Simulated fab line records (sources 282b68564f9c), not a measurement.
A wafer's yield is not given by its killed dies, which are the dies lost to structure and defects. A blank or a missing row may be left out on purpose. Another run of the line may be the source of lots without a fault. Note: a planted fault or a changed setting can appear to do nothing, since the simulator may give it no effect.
Which tool is to blame?	flow rit-cmos	42 wafers from 14 lots sampled at 5 of the route's 202 steps

WHAT THE GAUGES READ, wafer by wafer
RIT_PSD_OVL_MEAS_06.
lot	measured	on	PSD_OVL (nm)
L747	day 3 06:01	overlay-01	-0.5 0.1 -2.2
L748	day 3 10:04	overlay-01	0.7 -0.1 0.1
L749	day 3 11:19	overlay-01	-0.8 -0.7 -2.0
L750	day 3 17:40	overlay-01	-1.5 -2.2 -2.4
L751	day 3 21:18	overlay-02	-1.2 -1.7 -3.5
L752	day 4 03:31	overlay-01	-3.0 -1.6 -2.8
L754	day 4 11:13	overlay-01	-2.2 -2.3 -1.9
L759	day 5 12:21	overlay-01	-0.9 -1.2 -1.0
L761	day 6 00:29	overlay-02	-1.3 -1.6 -2.2
L762	day 6 04:20	overlay-01	-0.8 0.1 2.1
L764	day 6 15:43	overlay-02	-2.0 -1.3 -0.5
L766	day 7 00:49	overlay-02	1.8 0.7 2.7
L768	day 7 08:55	overlay-02	0.3 2.1 0.4
L770	day 7 18:52	overlay-01	-2.7 -1.4 -0.7

RIT_CONTACT_OVL_MEAS_09.
lot	measured	on	CONTACT_OVL (nm)
L747	day 3 09:14	overlay-01	-0.4 -0.6 -2.1
L748	day 3 13:25	overlay-01	-0.4 -0.2 -2.7
L749	day 3 14:47	overlay-02	-1.5 -2.7 -1.8
L750	day 3 20:52	overlay-01	-1.5 -1.9 -1.3
L751	day 4 00:31	overlay-02	1.6 1.3 0.7
L752	day 4 06:54	overlay-01	-0.5 -0.6 -0.5
L754	day 4 14:32	overlay-01	-2.1 -1.8 -2.2
L759	day 5 15:35	overlay-01	0.4 -0.7 -2.2
L761	day 6 03:57	overlay-02	-1.7 -0.2 0.6
L762	day 6 07:47	overlay-01	-0.6 -1.5 -0.3
L764	day 6 19:12	overlay-02	-0.1 0.0 -0.1
L766	day 7 04:21	overlay-01	-0.8 0.0 -1.0
L768	day 7 12:19	overlay-02	0.6 -0.2 -0.5
L770	day 7 22:05	overlay-01	-1.1 0.1 -0.1

RIT_M1_RS_MEAS_01: measurement is done with a four-point probe.
lot	measured	on	M1_AL_RS (ohm/sq)
L747	day 3 10:40	film-metro-04	0.0737 0.0741 0.0738
L748	day 3 14:46	film-metro-04	0.0738 0.0748 0.0755
L749	day 3 16:07	film-metro-04	0.0735 0.0746 0.0732
L750	day 3 22:13	film-metro-03	0.0756 0.0754 0.0755
L751	day 4 01:52	film-metro-01	0.0736 0.0722 0.0746
L752	day 4 08:15	film-metro-04	0.0742 0.0738 0.0739
L754	day 4 15:52	film-metro-01	0.0748 0.0733 0.0732
L759	day 5 16:55	film-metro-04	0.0765 0.0775 0.0759
L761	day 6 05:16	film-metro-01	0.0775 0.0767 0.0775 0.0776 0.0767 0.0776
L762	day 6 09:06	film-metro-03	0.0746 0.0725 0.0743
L764	day 6 20:33	film-metro-01	0.0741 0.0749 0.0759
L766	day 7 05:41	film-metro-04	0.0733 0.0740 0.0741
L768	day 7 13:41	film-metro-01	0.0750 0.0744 0.0743
L770	day 7 23:29	film-metro-04	0.0725 0.0730 0.0732

WHICH TOOL RAN EACH LOT (tool, then ch and the chambers of the sampled wafers, then the start)
lot	RIT_CONTACT_ETCH_11	RIT_M1_SPUTTER_00
L747	rie-diel-02 ch 0,1,3, day 3 09:31	pvd-sputter-04, day 3 10:22
L748	rie-diel-03 ch 0,1,2, day 3 13:35	pvd-sputter-01, day 3 14:27
L749	rie-diel-02 ch 0,1, day 3 14:58	pvd-sputter-04, day 3 15:50
L750	rie-diel-02 ch 2,3, day 3 21:03	pvd-sputter-03, day 3 21:54
L751	rie-diel-03 ch 1,2,3, day 4 00:42	pvd-sputter-04, day 4 01:33
L752	rie-diel-03 ch 0,2,3, day 4 07:05	pvd-sputter-03, day 4 07:55
L754	rie-diel-03 ch 1,2,3, day 4 14:43	pvd-sputter-04, day 4 15:34
L759	rie-diel-02 ch 0,1,3, day 5 15:46	pvd-sputter-01, day 5 16:36
L761	rie-diel-03 ch 0,1,3, day 6 04:08	pvd-sputter-01, day 6 04:58
L762	rie-diel-02 ch 2,3, day 6 07:58	pvd-sputter-04, day 6 08:48
L764	rie-diel-03 ch 0,1,2, day 6 19:23	pvd-sputter-04, day 6 20:13
L766	rie-diel-01 ch 0,1,2, day 7 04:32	pvd-sputter-04, day 7 05:22
L768	rie-diel-02 ch 0,2, day 7 12:29	pvd-sputter-04, day 7 13:22
L770	rie-diel-01 ch 0,1,2, day 7 22:16	pvd-sputter-04, day 7 23:10
- RIT_CONTACT_ETCH_11: etches SiO2 in CHF3/CF4/Ar, stops on TiSi2, target depth 480 nm, time 320 s.
- RIT_M1_SPUTTER_00: material Al, target thk 400 nm, time 500 s.

AS READ BY THE TOOLS THEMSELVES (means over the sampled wafers that have a number; for cases with no such wafer, the mark the record gives instead)
RIT_CONTACT_ETCH_11.
lot	tool	drypump-motor-current-A (A)	oes-product-au (a.u.)	throttle-valve-pct (%)
L747	rie-diel-02	5.5	0.985	8.95
L748	rie-diel-03	5.6	0.978	9.00
L749	rie-diel-02	5.9	0.963	8.83
L750	rie-diel-02	5.1	1.002	8.90
L751	rie-diel-03	5.6	0.989	8.99
L752	rie-diel-03	5.7	0.977	8.93
L754	rie-diel-03	5.6	0.996	9.00
L759	rie-diel-02	5.5	0.990	8.96
L761	rie-diel-03	5.3	0.987	8.88
L762	rie-diel-02	5.1	1.001	8.90
L764	rie-diel-03	5.6	0.978	9.01
L766	rie-diel-01	5.1	0.997	8.91
L768	rie-diel-02	5.5	0.995	8.78
L770	rie-diel-01	5.1	0.987	8.90

RIT_M1_SPUTTER_00.
lot	tool	chamber-pressure-pa (Pa)	throttle-valve-pct (%)
L747	pvd-sputter-04	0.3998	31.3
L748	pvd-sputter-01	0.3997	29.4
L749	pvd-sputter-04	0.4001	30.7
L750	pvd-sputter-03	0.3997	29.7
L751	pvd-sputter-04	0.4000	30.5
L752	pvd-sputter-03	0.3998	29.8
L754	pvd-sputter-04	0.4004	30.0
L759	pvd-sputter-01	0.4661	27.8
L761	pvd-sputter-01	0.4665	27.9
L762	pvd-sputter-04	0.4001	30.1
L764	pvd-sputter-04	0.3997	30.8
L766	pvd-sputter-04	0.4003	31.1
L768	pvd-sputter-04	0.4003	29.8
L770	pvd-sputter-04	0.4002	29.9

THE ANSWER, worked out from the rows above alone
Rule: the usual values come from the lots themselves. The widest of any qualifying gaps counts: lots, ordered by their means at a reading, are off when they make up no more than a third of the lots, leave a main group of 4 or more, and stand apart from it by 3 or more times the standard deviation of that group's means. A main group whose means are all the same, to the digits that the tables above print for the reading, isn't used. A lot without any number at a reading at which 4 lots or more have one is off too. All remaining lots with rows at the step are treated as sound. First the gauges in route order, then the tools' own readings, where a lot's mean is used as printed above. The first step at which some lot is off is used, and at that step the reading that is off furthest; a lot without a number counts as furthest.
Off, at RIT_M1_SPUTTER_00 on chamber-pressure-pa: L759, L761. Mean 0.4000 Pa and standard deviation 0.00025 in the main group.
A tool fits if, at that step or a process step before it, it ran every lot that is off, and no sound lot after the first of them. One candidate fits, namely pvd-sputter-01 at RIT_M1_SPUTTER_00. Its last sound lot is L748 (day 3 14:27), its first lot that is off L759 (day 5 16:36): a fault that began between those two fits.
On the lots that are off, the tool's own readings at RIT_M1_SPUTTER_00 differ by more than 5 times the standard deviation of the sound lots' means, which bears it out; chamber-pressure-pa reads 0.4663 Pa there versus 0.4000 Pa on the sound lots.

WHAT WAS PUT IN BY THE SIMULATOR
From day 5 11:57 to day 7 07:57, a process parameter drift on pvd-sputter-01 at RIT_M1_SPUTTER_00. The setting chamber-pressure-pa was moved by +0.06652, starting from 0.4. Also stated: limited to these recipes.
Shown lots that were struck: L759, L761. The same result came from the rule above.
